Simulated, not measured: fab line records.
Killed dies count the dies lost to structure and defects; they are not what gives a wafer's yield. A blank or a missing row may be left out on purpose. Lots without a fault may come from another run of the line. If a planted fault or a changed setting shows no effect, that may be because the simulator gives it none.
Check of tool commonality + flow rit cmos + Sampled: 14 lots, 42 wafers

## THE REASON FOR OPENING IT
2 of 14 lots carry a flag on the reading PRETRO_TW at RIT_PRETRO_TW_MEAS_10. Wafers without a fault read 477, standard deviation 3.9.
Rule: flag the lot when none of its wafers has a number, or when each of its wafers that has one lies beyond 4 standard deviations from that mean. The other lots count as sound.

| lot  | measured    | on            | PRETRO_TW, wafer by wafer | flag    |
|------|-------------|---------------|---------------------------|---------|
| L428 | day 2 11:13 | film metro-03 | 474 477 475               |         |
| L429 | day 2 16:23 | film metro-01 | 481 480 480               |         |
| L430 | day 2 20:29 | film metro-03 | 476 474 473               |         |
| L431 | day 3 01:23 | film metro-03 | 478 478 479               |         |
| L433 | day 3 09:55 | film metro-02 | 473 474 473               |         |
| L434 | day 3 15:13 | film metro-01 | 479 484 480               |         |
| L438 | day 4 12:04 | film metro-01 | 481 480 481               |         |
| L441 | day 5 00:46 | film metro-02 | 441 438 436               | FLAGGED |
| L442 | day 5 06:31 | film metro-01 | 446 445 446               | FLAGGED |
| L444 | day 5 17:32 | film metro-02 | 473 473 475               |         |
| L445 | day 5 21:11 | film metro-02 | 474 475 473               |         |
| L447 | day 6 08:00 | film metro-02 | 474 474 471               |         |
| L448 | day 6 11:13 | film metro-03 | 479 476 476               |         |
| L450 | day 6 23:22 | film metro-02 | 474 473 472               |         |
Average over the flagged lots: 442; offset from the usual -35, equal to -9 standard deviations.

## WHICH TOOL EACH LOT WENT THROUGH
The record holds 1 process step before the reading, out of a route of 202 steps. Read each cell as the tool, then ch plus the chambers that the sampled wafers visited, then the start.
| lot  | flag    | RIT_PRETRO_IMPLANT_08          |
|------|---------|--------------------------------|
| L428 |         | implanter-01 ch 0, day 2 10:55 |
| L429 |         | implanter-02 ch 0, day 2 16:04 |
| L430 |         | implanter-02 ch 0, day 2 20:11 |
| L431 |         | implanter-04 ch 0, day 3 01:05 |
| L433 |         | implanter-02 ch 0, day 3 09:35 |
| L434 |         | implanter-04 ch 0, day 3 14:55 |
| L438 |         | implanter-02 ch 0, day 4 11:46 |
| L441 | FLAGGED | implanter-01 ch 0, day 5 00:28 |
| L442 | FLAGGED | implanter-01 ch 0, day 5 06:12 |
| L444 |         | implanter-04 ch 0, day 5 17:13 |
| L445 |         | implanter-04 ch 0, day 5 20:52 |
| L447 |         | implanter-04 ch 0, day 6 07:41 |
| L448 |         | implanter-04 ch 0, day 6 10:54 |
| L450 |         | implanter-04 ch 0, day 6 23:04 |
What the steps here do:
- RIT_PRETRO_IMPLANT_08
- RIT_PRETRO_TW_MEAS_10

## FLAGGED AGAINST TOTAL, ONE TOOL AT A TIME (gauges that did the reading follow at the end)
| step                  | tool          | lots run | flagged | share of the flagged lots | sound lots run after its first flagged lot |
|-----------------------|---------------|----------|---------|---------------------------|--------------------------------------------|
| RIT_PRETRO_IMPLANT_08 | implanter-01  | 3        | 2       | all                       | 0                                          |
| RIT_PRETRO_IMPLANT_08 | implanter-02  | 4        | 0       | none                      | -                                          |
| RIT_PRETRO_IMPLANT_08 | implanter-04  | 7        | 0       | none                      | -                                          |
| RIT_PRETRO_TW_MEAS_10 | film metro-01 | 4        | 1       | some                      | 0                                          |
| RIT_PRETRO_TW_MEAS_10 | film metro-02 | 6        | 1       | some                      | 4 (L444,L445,L447,L450)                    |
| RIT_PRETRO_TW_MEAS_10 | film metro-03 | 4        | 0       | none                      | -                                          |

## WHAT THE TABLE ALLOWS
1 row of the table ran every flagged lot: implanter-01 at RIT_PRETRO_IMPLANT_08.
- implanter-01 at RIT_PRETRO_IMPLANT_08 ran 3 lots, 2 of them flagged. A fault beginning between L428 (day 2 10:55), its last sound lot, and L441 (day 5 00:28), its first flagged one, fits the data. Its own readings lie more than 4 standard deviations out on every wafer of the flagged lots: dose ions cm2, faraday current uA.
What remains is a single tool, implanter-01 at RIT_PRETRO_IMPLANT_08.

## WHAT HAD BEEN PUT IN BY THE SIMULATOR
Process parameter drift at RIT_PRETRO_IMPLANT_08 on implanter-01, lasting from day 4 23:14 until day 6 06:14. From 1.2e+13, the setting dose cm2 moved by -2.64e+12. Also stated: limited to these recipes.
Struck lots among those shown: L441, L442. Same finding as the rule above.
